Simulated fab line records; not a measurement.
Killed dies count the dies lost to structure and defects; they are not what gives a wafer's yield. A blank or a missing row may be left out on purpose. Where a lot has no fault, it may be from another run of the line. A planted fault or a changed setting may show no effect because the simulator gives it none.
Which tool was responsible?	flow rit-cmos	13 lots, 39 wafers sampled, at 4 steps of a route of 202

WHAT THE GAUGES SHOWED, per wafer
RIT_CONTACT_CD_MEAS_08: target cd 1000 nm. Usual: cd-nm at 1000.5 nm, with a standard deviation of 2.
lot	measured	on	cd-nm (nm)	flag
L640	day 3 05:10	cd-sem-02	999.0 999.8 998.6	
L641	day 3 09:43	cd-sem-02	1001.6 1002.2 1000.2	
L642	day 3 13:44	cd-sem-01	1003.5 1001.8 1004.5	
L644	day 4 02:08	cd-sem-01	1002.5 1001.9 1003.6	
L645	day 4 06:23	cd-sem-02	998.7 998.3 996.7	
L646	day 4 11:53	cd-sem-02	998.5 1000.3 999.7	
L647	day 4 15:48	cd-sem-02	1000.2 998.2 1002.3	
L652	day 5 16:13	cd-sem-02	1025.9 1086.8 1078.7	OFF
L653	day 5 20:20	cd-sem-02	1000.5 999.6 1001.2	
L655	day 6 07:26	cd-sem-01	1003.0 1002.2 1001.5	
L659	day 7 04:06	cd-sem-02	1000.9 998.6 997.1	
L661	day 7 11:56	cd-sem-02	1002.7 1001.9 1000.8	
L663	day 7 23:26	cd-sem-01	999.9 1001.5 997.6	

RIT_M1_OVL_MEAS_10. Usual: M1_OVL typically reads 0.5 nm, with standard deviation 1.4.
lot	measured	on	M1_OVL (nm)	flag
L640	day 3 07:46	overlay-01	0.3 1.2 -1.2	
L641	day 3 12:28	overlay-01	-0.6 0.0 0.0	
L642	day 3 16:29	overlay-02	-0.1 1.1 -1.0	
L644	day 4 04:52	overlay-02	2.0 0.3 0.6	
L645	day 4 09:11	overlay-01	-1.6 -1.9 -0.7	
L646	day 4 14:49	overlay-01	2.4 1.2 3.6	
L647	day 4 18:31	overlay-02	-0.6 -0.8 -2.2	
L652	day 5 18:58	overlay-02	1.1 1.3 0.7	
L653	day 5 23:01	overlay-02	0.6 -0.2 1.1	
L655	day 6 10:13	overlay-01	3.1 3.1 3.4	
L659	day 7 06:53	overlay-02	1.5 1.7 1.1	
L661	day 7 14:54	overlay-02	0.8 1.9 3.3	
L663	day 8 02:10	overlay-02	0.2 0.2 1.1	

TOOL THAT RAN EACH LOT (tool first, then ch and the chambers of the sampled wafers, then the start)
lot	RIT_CONTACT_EXPOSE_05	RIT_CONTACT_STRIP_12
L640	iline-stepper-01 ch 0, day 3 04:38	plasma-asher-01 ch 0,1, day 3 05:38
L641	iline-stepper-01 ch 0, day 3 09:12	plasma-asher-03 ch 0,1, day 3 10:13
L642	iline-stepper-02 ch 0, day 3 13:13	plasma-asher-04 ch 0,1, day 3 14:14
L644	iline-stepper-01 ch 0, day 4 01:37	plasma-asher-03 ch 0,1, day 4 02:39
L645	iline-stepper-02 ch 0, day 4 05:52	plasma-asher-01 ch 0,1, day 4 06:52
L646	iline-stepper-02 ch 0, day 4 11:22	plasma-asher-03 ch 0,1, day 4 12:24
L647	iline-stepper-01 ch 0, day 4 15:17	plasma-asher-01 ch 0,1, day 4 16:19
L652	iline-stepper-01 ch 0, day 5 15:31	plasma-asher-03 ch 0,1, day 5 16:41
L653	iline-stepper-02 ch 0, day 5 19:49	plasma-asher-03 ch 0,1, day 5 20:50
L655	iline-stepper-02 ch 0, day 6 06:52	plasma-asher-03 ch 0,1, day 6 07:56
L659	iline-stepper-02 ch 0, day 7 03:35	plasma-asher-01 ch 0,1, day 7 04:35
L661	iline-stepper-02 ch 0, day 7 11:23	plasma-asher-01 ch 0, day 7 12:34
L663	iline-stepper-02 ch 0, day 7 22:55	plasma-asher-01 ch 0,1, day 7 23:58
- RIT_CONTACT_EXPOSE_05: exposes mask M11, target cd 1000 nm.
- RIT_CONTACT_STRIP_12: strips in O2, time 180 s.

AS READ BY THE TOOLS THEMSELVES (means over the sampled wafers that have a number; for cases with no such wafer, the mark the record gives instead)
RIT_CONTACT_EXPOSE_05. Usual: exposure-dose-mJ-cm2 at 249.95, with a standard deviation of 0.24.
lot	tool	exposure-dose-mJ-cm2	flag
L640	iline-stepper-01	250.07	
L641	iline-stepper-01	249.66	
L642	iline-stepper-02	249.86	
L644	iline-stepper-01	250.18	
L645	iline-stepper-02	249.79	
L646	iline-stepper-02	250.36	
L647	iline-stepper-01	249.99	
L652	iline-stepper-01	240.85	OFF
L653	iline-stepper-02	250.25	
L655	iline-stepper-02	249.66	
L659	iline-stepper-02	249.86	
L661	iline-stepper-02	249.97	
L663	iline-stepper-02	249.86	

RIT_CONTACT_STRIP_12. Usual: drypump-motor-current-A 5.8 A, standard deviation 0.3; rf-refl-power-W 6.7 W, standard deviation 1.3.
lot	tool	drypump-motor-current-A (A)	rf-refl-power-W (W)	flag
L640	plasma-asher-01	5.6	6.4	
L641	plasma-asher-03	5.7	6.0	
L642	plasma-asher-04	5.8	8.6	
L644	plasma-asher-03	5.8	5.9	
L645	plasma-asher-01	5.8	6.1	
L646	plasma-asher-03	5.6	6.0	
L647	plasma-asher-01	5.6	6.4	
L652	plasma-asher-03	5.7	6.2	
L653	plasma-asher-03	5.8	6.0	
L655	plasma-asher-03	5.7	6.0	
L659	plasma-asher-01	5.6	6.3	
L661	plasma-asher-01	6.1	6.0	
L663	plasma-asher-01	5.8	6.2	

THE ANSWER, worked out from the rows above alone
Rule: lot off if the mean of its wafers having a number is beyond 3 standard deviations from the usual mean. Also off: a lot with no number at a reading for which 4 or more lots have one. Where the step has rows for the other lots, those lots are counted as sound. After the gauges, taken in route order, come the tools' own readings; for these a lot's mean is taken, as printed above. The first step at which some lot is off is used, and at that step the reading that is off furthest; a lot without a number counts as furthest.
Off: L652 (RIT_CONTACT_CD_MEAS_08, cd-nm).
If a tool, at a process step before that reading, ran all the lots that are off and no sound lot after the first of them, it fits. Not tried: the gauges at RIT_CONTACT_CD_MEAS_08; whatever is off there is also off at RIT_CONTACT_EXPOSE_05, on other tools, and gauge error can't account for it. One fits: RIT_CONTACT_EXPOSE_05 on iline-stepper-01. A fault onset in the window from L647 (day 4 15:17, its last sound lot) to L652 (day 5 15:31, its first lot off) fits.
On the lots that are off, the tool's own readings at RIT_CONTACT_EXPOSE_05 differ by more than 5 times the standard deviation of the sound lots' means, which bears it out; exposure-dose-mJ-cm2 reads 240.85 there versus 249.96 on the sound lots.

WHAT WAS PUT IN BY THE SIMULATOR
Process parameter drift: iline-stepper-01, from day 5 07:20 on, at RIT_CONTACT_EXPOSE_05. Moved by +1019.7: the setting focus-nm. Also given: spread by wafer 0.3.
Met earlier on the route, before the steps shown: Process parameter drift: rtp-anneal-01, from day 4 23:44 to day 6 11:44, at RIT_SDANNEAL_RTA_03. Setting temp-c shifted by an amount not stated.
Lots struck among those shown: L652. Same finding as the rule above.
